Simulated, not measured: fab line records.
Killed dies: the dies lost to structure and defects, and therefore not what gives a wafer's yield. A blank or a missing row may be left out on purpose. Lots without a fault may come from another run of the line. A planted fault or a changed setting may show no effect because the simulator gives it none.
fab line records | flow rit_cmos
record: lots: 6 wafers: 18 last_day: 7
route steps=202 shown NRETRO@60 PRETRO@64 GATE@75 M1@202
lots with no fault: from the same line, run without faults
start_h: hours from the record's first day to the start of the lot's first wafer shown | wait_h: hours since the lot's step before | " repeats the value in the row above | L1.1+2: a single row standing in for several wafers | - value missing, or start not given | * or withheld: withheld | < > ~ a bound
route shown NAME@n: names a module that has steps shown in the file, with the first one's number in the route | usual: mean/standard deviation of fault-free wafers | same: alike in all rows | chamber/n: place in a boat | sites: per-site readings | _std_site: their standard deviation | _edge_site: outer sites' mean less inner sites' | radius_mm: how far each site lies from the wafer's centre | mask NAME#n: copy n | behind: the tool/chamber that last shaped the wafer | hold: why the lot went on hold/how many hours it stayed there/how the hold came to an end | device: the n, p or np transistor that did not switch | end of line: tests of these same wafers at the route's end | step lacking rows: just its recipe | killed: dies lost to structure and defects at the first sort, not the wafer's yield | map: a wafer's dies, x killed, . not, _ none there
set.NAME: setting as actually run; set.NAME@STEP: the setting as run at that earlier step | model.NAME: the simulator's own value behind a step, which no gauge read
lots seen at some steps along the route; tables by step, rows by wafer
services: when a tool's chamber went out of use (start_h, in hours from the record's first day, below 0 if earlier), for how many hours, and the reason
== steps ==
step: RIT_NRETRO_HARDBAKE_07
recipe: resist: NOVOLAK temp_c: 140 time_s: 120
step: RIT_NRETRO_IMPLANT_08
recipe: species: P energy_kev: 70 dose_cm2: 1.021e+13 tilt_deg: 7
step: RIT_NRETRO_STRIP_09
recipe: chemistry: O2 time_s: 180 resist: NOVOLAK platen_temp_c: withheld power_w: 500 pressure_mtorr: 4000 o2_flow_sccm: 4000
usual: drypump_motor_current_A: 5.69/0.3
columns lot.wafer tool chamber start_h wait_h drypump_motor_current_A rf_hours_counter_h
L977.1 plasma_asher-04 0 60.89 0.1 5.92 43
L977.4 " 0 " " 5.92 -
L977.5 " 0 " " 5.91 -
L980.2 plasma_asher-04 1 78.35 0.1 5.68 44
L980.3 " 0 " " 5.92 -
L980.6 " 1 " " 5.66 -
L983.1 plasma_asher-01 1 91.28 0.1 6.07 44
L983.2 " 0 " " 5.54 44
L983.4 " 1 " " 6.08 -
L984.1 plasma_asher-04 1 91.53 0.1 5.67 45
L984.2 " 0 " " 5.92 45
L984.5 " 1 " " 5.67 -
L986.2 plasma_asher-04 1 103.14 0.1 5.64 47
L986.3 " 0 " " 5.94 -
L986.4 " 1 " " 5.68 -
L991.1 plasma_asher-02 1 126.00 0.1 5.69 33
L991.2 " 0 " " 5.12 33
L991.5 " 1 " " 5.69 -
step: RIT_NRETRO_TW_MEAS_10
usual: NRETRO_TW: 1056/4.9
columns lot.wafer tool chamber start_h wait_h NRETRO_TW
L977.1 film_metro-04 - 61.06 0.1 1053
L977.4 " - " " 1056
L977.5 " - " " 1049
L980.2 film_metro-03 - 78.54 0.1 1058
L980.3 " - " " 1061
L980.6 " - " " 1060
L983.1 film_metro-02 - 91.46 0.1 1053
L983.2 " - " " 1053
L983.4 " - " " 1058
L984.1 film_metro-02 - 91.71 0.1 1051
L984.2 " - " " 1050
L984.5 " - " " 1051
L986.2 film_metro-03 - 103.33 0.1 1062
L986.3 " - " " 1051
L986.4 " - " " 1055
L991.1 film_metro-03 - 126.18 0.1 1064
L991.2 " - " " 1058
L991.5 " - " " 1058
step: RIT_PRETRO_HMDS_00
recipe: prime_time_s: 60 prime_temp_c: 140
step: RIT_PRETRO_COAT_01
recipe: resist: NOVOLAK spin_rpm: 2000 resist_thk_nm: 1300
step: RIT_PRETRO_SOFTBAKE_02
recipe: resist: NOVOLAK temp_c: 90 time_s: 60
step: RIT_PRETRO_EXPOSE_03
recipe: mask_id: M5 na: 0.57 target_cd_nm: 43700 dose_mj: 250
step: RIT_PRETRO_PEB_04
recipe: resist: NOVOLAK temp_c: withheld time_s: withheld
step: RIT_PRETRO_DEVELOP_05
recipe: resist: NOVOLAK develop_time_s: 68 dev_temp_c: 21.9
step: RIT_PRETRO_OVL_MEAS_06
usual: PRETRO_OVL: -0.3/1.4
columns lot.wafer tool chamber start_h wait_h PRETRO_OVL[nm]
L977.1 overlay-02 - 62.00 - -0.6
L977.4 " - " " -0.9
L977.5 " - " " -1.3
L980.2 overlay-01 - 79.47 - -1.1
L980.3 " - " " -0.4
L980.6 " - " " -1.1
L983.1 overlay-02 - 92.52 - 1.6
L983.2 " - " " 0.4
L983.4 " - " " 0.6
L984.1 overlay-01 - 93.11 - -3.3
L984.2 " - " " -2.2
L984.5 " - " " -0.2
L986.2 overlay-02 - 104.46 - -2.3
L986.3 " - " " -1.2
L986.4 " - " " -0.1
L991.1 overlay-02 - 127.28 - 1.0
L991.2 " - " " -0.9
L991.5 " - " " 0.9
step: RIT_PRETRO_HARDBAKE_07
recipe: resist: NOVOLAK temp_c: 140 time_s: 120
step: RIT_PRETRO_IMPLANT_08
recipe: species: B energy_kev: 45 dose_cm2: 1.2e+13 tilt_deg: 7
usual: faraday_current_uA: 38.1/0.75
columns lot.wafer tool chamber start_h wait_h faraday_current_uA
L977.1 implanter-04 0 62.29 0.2 38.6
L977.4 " 0 " " 36.7
L977.5 " 0 " " 39.0
L980.2 implanter-01 0 79.78 0.2 38.1
L980.3 " 0 " " 37.5
L980.6 " 0 " " 37.6
L983.1 implanter-03 0 92.86 0.2 38.6
L983.2 " 0 " " 38.8
L983.4 " 0 " " 38.6
L984.1 implanter-01 0 93.39 0.2 38.7
L984.2 " 0 " " 38.3
L984.5 " 0 " " 37.7
L984.1 implanter-01 0 93.71 0.3 36.7
L984.2 " 0 " " 38.5
L984.5 " 0 " " 38.6
L986.2 implanter-01 0 104.76 0.2 37.8
L986.3 " 0 " " 38.0
L986.4 " 0 " " 40.1
L991.1 implanter-03 0 127.57 0.2 38.4
L991.2 " 0 " " 37.4
L991.5 " 0 " " 39.6
L991.1 implanter-03 0 127.89 0.3 37.9
L991.2 " 0 " " 38.3
L991.5 " 0 " " 37.5
step: RIT_PRETRO_STRIP_09
recipe: chemistry: O2 time_s: 180 resist: NOVOLAK platen_temp_c: withheld power_w: 500 pressure_mtorr: 4000 o2_flow_sccm: 4000
usual: drypump_motor_current_A: 5.56/0.28
columns lot.wafer tool chamber start_h wait_h drypump_motor_current_A rf_hours_counter_h
L977.1 plasma_asher-02 0 62.44 0.1 5.14 26
L977.4 " 1 " " 5.68 -
L977.5 " 1 " " 5.67 -
L980.2 plasma_asher-03 1 79.90 0.1 5.66 43
L980.3 " 1 " " 5.65 -
L980.6 " 1 " " 5.66 -
L983.1 plasma_asher-02 1 93.01 0.1 5.67 29
L983.2 " 0 " " 5.13 29
L983.4 " 1 " " 5.67 -
L984.1 plasma_asher-02 0 93.86 0.1 5.14 29
L984.2 " 1 " " 5.68 29
L984.5 " 1 " " 5.67 -
L986.2 plasma_asher-02 1 104.89 0.1 5.71 30
L986.3 " 0 " " 5.12 -
L986.4 " 1 " " 5.73 -
L991.1 plasma_asher-02 0 128.04 0.1 5.10 33
L991.2 " 1 " " 5.67 33
L991.5 " 1 " " 5.71 -
step: RIT_PRETRO_TW_MEAS_10
usual: PRETRO_TW: 472/4
columns lot.wafer tool chamber start_h wait_h PRETRO_TW
L977.1 film_metro-03 - 62.61 0.1 472
L977.4 " - " " 476
L977.5 " - " " 476
L980.2 film_metro-01 - 80.09 0.1 465
L980.3 " - " " 467
L980.6 " - " " 467
L983.1 film_metro-01 - 93.18 0.1 468
L983.2 " - " " 466
L983.4 " - " " 469
L984.1 film_metro-02 - 94.04 0.1 588
L984.2 " - " " 585
L984.5 " - " " 591
L986.2 film_metro-03 - 105.13 0.2 474
L986.3 " - " " 475
L986.4 " - " " 477
L991.1 film_metro-02 - 128.21 0.1 588
L991.2 " - " " 591
L991.5 " - " " 589
step: RIT_GATE_WET_ETCH_00
recipe: chemistry: BOE target: SiO2 target_depth_nm: 56 time_s: 60 dry: n2_spin dilution: 10:1 temp_c: 21.5
step: RIT_M1_PROBE_99
usual: killed_at_contacts: 0.1/0.23 killed_at_front_end: 6/3.1 killed_dies: 6/3.1 killed_open: 3.2/1.9 killed_short: 3.2/2.1
same: gross_dies: 264 killed_at_M0_to_M3: 0 killed_at_M4_up: 0 killed_at_back_side: 0 killed_at_other: 0
columns lot.wafer tool chamber start_h wait_h killed_at_contacts killed_at_front_end killed_dies killed_open killed_short
L980.2 prober-02 - 108.77 0.1 0 5 5 3 2
L980.3 prober-02 - 108.82 0.2 1 3 4 2 2
L980.6 prober-02 - 108.97 0.2 0 6 6 5 1
L983.1 prober-01 - 122.93 0.1 0 7 7 2 5
L983.2 prober-01 - 122.98 0.1 0 11 11 4 7
L983.4 prober-01 - 123.08 0.2 0 9 9 1 7
L984.1 prober-02 - 124.90 0.1 0 5 5 1 4
L984.2 prober-02 - 124.95 0.1 0 5 5 2 3
L984.5 prober-02 - 125.10 0.2 0 9 9 5 4
L986.2 prober-02 - 158.79 0.1 1 7 8 7 1
L986.3 prober-02 - 158.84 0.2 0 6 6 4 2
L986.4 prober-02 - 158.89 0.2 0 7 7 6 1
L991.1 prober-02 - 159.34 0.6 0 11 11 6 5
L991.2 prober-02 - 159.39 0.6 0 10 10 9 1
L991.5 prober-02 - 159.54 0.7 0 13 13 4 9
killed by level:class
L980.2 GATE:geometric_particle:open=3 FOX1:geometric_particle:short=1 REOX:geometric_particle:short=1
L980.3 GATE:geometric_particle:short=2 SILICIDE:geometric_particle:open=1 CONTACT:geometric_particle:open=1
L980.6 GATE:geometric_particle:open=5 GATE:geometric_particle:short=1
L983.1 SILICIDE:geometric_particle:short=3 REOX:geometric_particle:open=1 REOX:geometric_particle:short=1 SPACER:geometric_particle:short=1 SILICIDE:geometric_particle:open=1
L983.2 GATE:geometric_particle:short=4 FOX1:geometric_particle:short=2 GATE:geometric_particle:open=2 FOX1:geometric_particle:open=1 FOX2:geometric_particle:short=1 SILICIDE:geometric_particle:open=1
L983.4 REOX:geometric_particle:short=3 GATE:geometric_particle:short=2 SPACER:geometric_particle:short=2 GATE:geometric_particle:open=1 PLDD:coat_microbubble_printed=1
L984.1 FOX1:geometric_particle:open=1 FOX1:geometric_particle:short=1 FOX2:geometric_particle:short=1 REOX:geometric_particle:short=1 SPACER:geometric_particle:short=1
L984.2 GATE:geometric_particle:open=2 FOX1:geometric_particle:short=1 GATE:geometric_particle:short=1 REOX:geometric_particle:short=1
L984.5 REOX:geometric_particle:open=3 FOX1:geometric_particle:short=1 FOX1:geometric_particle:open=1 FOX2:geometric_particle:short=1 REOX:geometric_particle:short=1 SILICIDE:geometric_particle:short=1 SILICIDE:geometric_particle:open=1
L986.2 FOX2:geometric_particle:open=3 ACTIVE:geometric_particle:short=1 FOX1:geometric_particle:open=1 REOX:geometric_particle:open=1 SILICIDE:geometric_particle:open=1 CONTACT:geometric_particle:open=1
L986.3 GATE:geometric_particle:open=2 FOX1:geometric_particle:short=1 GATE:geometric_particle:short=1 REOX:geometric_particle:open=1 SPACER:geometric_particle:open=1
L986.4 ACTIVE:geometric_particle:open=1 FOX1:geometric_particle:short=1 FOX1:geometric_particle:open=1 FOX2:geometric_particle:open=1 GATE:geometric_particle:open=1 REOX:geometric_particle:open=1 SILICIDE:geometric_particle:open=1
L991.1 GATE:geometric_particle:short=4 FOX1:geometric_particle:open=2 GATE:geometric_particle:open=2 FOX1:geometric_particle:short=1 REOX:geometric_particle:open=1 SILICIDE:geometric_particle:open=1
L991.2 GATE:geometric_particle:open=4 FOX1:geometric_particle:open=2 SILICIDE:geometric_particle:open=2 GATE:geometric_particle:short=1 REOX:geometric_particle:open=1
L991.5 GATE:geometric_particle:short=3 REOX:geometric_particle:open=3 REOX:geometric_particle:short=2 SPACER:geometric_particle:short=2 FOX1:geometric_particle:short=1 SILICIDE:geometric_particle:short=1 SILICIDE:geometric_particle:open=1
== services ==
columns tool chamber start_h hours kind
plasma_asher-03 - 44.25 10.6 repair
plasma_asher-02 - 48.76 7.4 repair
implanter-01 - 50.30 0.6 repair
implanter-03 - 75.07 5.0 pm
implanter-01 - 94.74 4.1 pm
plasma_asher-02 - 97.46 1.3 repair
plasma_asher-03 - 108.75 9.0 pm
plasma_asher-03 0 108.75 9.0 vent_cycle
plasma_asher-03 1 108.75 9.0 vent_cycle
plasma_asher-03 0 117.75 - clean
plasma_asher-03 1 117.75 - clean
plasma_asher-04 - 125.17 1.5 repair
== key ==
first_sign: step: RIT_PRETRO_IMPLANT_08 reading: visit direction: added
effect: step: RIT_PRETRO_TW_MEAS_10 reading: PRETRO_TW direction: up sigmas: 29 usual: 472 struck: 589
met_at RIT_PRETRO_IMPLANT_08
struck_wafers L984.1,L984.2,L984.5,L991.1,L991.2,L991.5
tester_left_out L984,L991
fault: kind: repeated_step_whole tool: implanter-01,implanter-03,implanter-04 chamber: - onset_h: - steps: RIT_PRETRO_IMPLANT_08 times: 1 scope: struck_lots_only
tester_left_out: of these lots the tester's yield and bins aren't shown, on N5 and GAA mostly nor the transistor test; their killed dies are dies lost to structure and defects alone, not to doping, threshold or leakage, so they don't give the yield
